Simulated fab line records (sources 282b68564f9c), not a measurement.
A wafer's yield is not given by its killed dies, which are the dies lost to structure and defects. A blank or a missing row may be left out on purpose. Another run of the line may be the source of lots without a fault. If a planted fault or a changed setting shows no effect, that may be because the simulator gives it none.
Struck lot and sound lot, side by side ; flow rit-cmos ; 21 steps out of a route of 202
Sound: the wafers L706.2, L706.3, L706.6. Struck: wafers L711.2, L711.4, L711.6. Last of all comes the cause.
At each step with rows: each side's tool, then ch and its chambers, then its first start. Under that, the readings that differ: sound wafers ; struck wafers ; difference of the means ; sigmas: that difference in standard deviations of wafers without a fault.
alike: a reading whose means differ by less than 2 such deviations, as well as words and numbers matching on both sides. not compared: withheld readings; readings where some wafer has no value; bounds like >300 that might hide an equal value; numbers whose values overlap and for which the record gives no deviation.
Wherever a step has rows on one side only, a row that says differs or no value, or a row with sigmas, the two part there. When numbers do not overlap yet have no deviation, they are printed without sigmas and do not part them. A reading missing from all wafers of one side parts the sides only when that side holds two or more wafers.

first, 2 steps without rows for these wafers: RIT_NSD_HARDBAKE_07 (time 60 s); RIT_NSD_IMPLANT_08.
RIT_NSD_STRIP_09: strips in O2, time 180 s.
  sound on plasma-asher-04 ch 0,1, day 2 23:58; struck on plasma-asher-02 ch 0,1, day 4 01:07
  alike: chamber-pressure-mTorr, drypump-motor-current-A
  not compared: rf-hours-counter-h
RIT_NSD_TW_MEAS_10:
  sound: film-metro-04 at day 3 00:09; struck: film-metro-01 at day 4 01:18
reading;sound;struck;difference;sigmas
NSD_TW;3164 3166 3165;3081 3111 3101;-67;-3
then, 6 steps without rows for these wafers: RIT_PSD_HMDS_00 (prime time 60 s); RIT_PSD_COAT_01 (resist thk 1000 nm); RIT_PSD_SOFTBAKE_02 (time 60 s); RIT_PSD_EXPOSE_03 (exposes mask M10, target cd 40900 nm); RIT_PSD_PEB_04; RIT_PSD_DEVELOP_05 (develop time 50 s).
RIT_PSD_OVL_MEAS_06:
  sound: overlay-01 at day 3 01:04; struck: overlay-01 at day 4 02:20
  alike: PSD_OVL
then, 1 step without rows for these wafers: RIT_PSD_HARDBAKE_07 (time 60 s).
RIT_PSD_IMPLANT_08:
  sound on implanter-01 ch 0, day 3 01:16; struck on implanter-02 ch 0, day 4 02:32
reading;sound;struck;difference;sigmas
implant-ion-amu;49 49 49;75 75 75;+26;
model.implant.drp-nm (nm);12.05 12.05 12.05;8.906 8.906 8.906;-3.144;
model.implant.rp-nm (nm);21.62 21.62 21.62;19.92 19.92 19.92;-1.70;
RIT_PSD_STRIP_09: strips in O2, time 180 s.
  sound on plasma-asher-03 ch 0,1, day 3 01:23; struck on plasma-asher-02 ch 0,1, day 4 02:40
  alike: chamber-pressure-mTorr, drypump-motor-current-A
  not compared: rf-hours-counter-h
RIT_PSD_TW_MEAS_10:
  sound: film-metro-01 at day 3 01:35; struck: film-metro-01 at day 4 02:50
  alike: PSD_TW
then, 3 steps without rows for these wafers: RIT_SDANNEAL_CLEAN_00 (cleans in SC1, time 600 s); RIT_SDANNEAL_CLEAN_01 (cleans in dHF, time 30 s); RIT_SDANNEAL_CLEAN_02 (cleans in SC2, time 600 s).
RIT_SDANNEAL_RTA_03: time 5 s.
  sound on rtp-anneal-02 ch 0, day 3 02:00; struck on rtp-anneal-01 ch 0, day 4 03:18
  alike: wafer_temp_C_max
RIT_SDANNEAL_RS_MEAS_04: a four-point-probe measurement.
  sound: film-metro-03 at day 3 02:04; struck: film-metro-01 at day 4 03:22
reading;sound;struck;difference;sigmas
PSD_RS (ohm/sq);116.01 116.35 115.96;50.44 50.48 50.35;-65.68;-99 or more
RIT_SDANNEAL_RS_MEAS_05: a four-point-probe measurement.
  sound: film-metro-03 at day 3 02:11; struck: film-metro-01 at day 4 03:29
  alike: NSD_RS

## WHERE THEY PART
Last at RIT_SDANNEAL_RS_MEAS_04 as far as this record goes, first at RIT_NSD_TW_MEAS_10. Later steps at which nothing parts them and some readings are alike: RIT_SDANNEAL_RS_MEAS_05.

WHY: the cause the simulator had injected
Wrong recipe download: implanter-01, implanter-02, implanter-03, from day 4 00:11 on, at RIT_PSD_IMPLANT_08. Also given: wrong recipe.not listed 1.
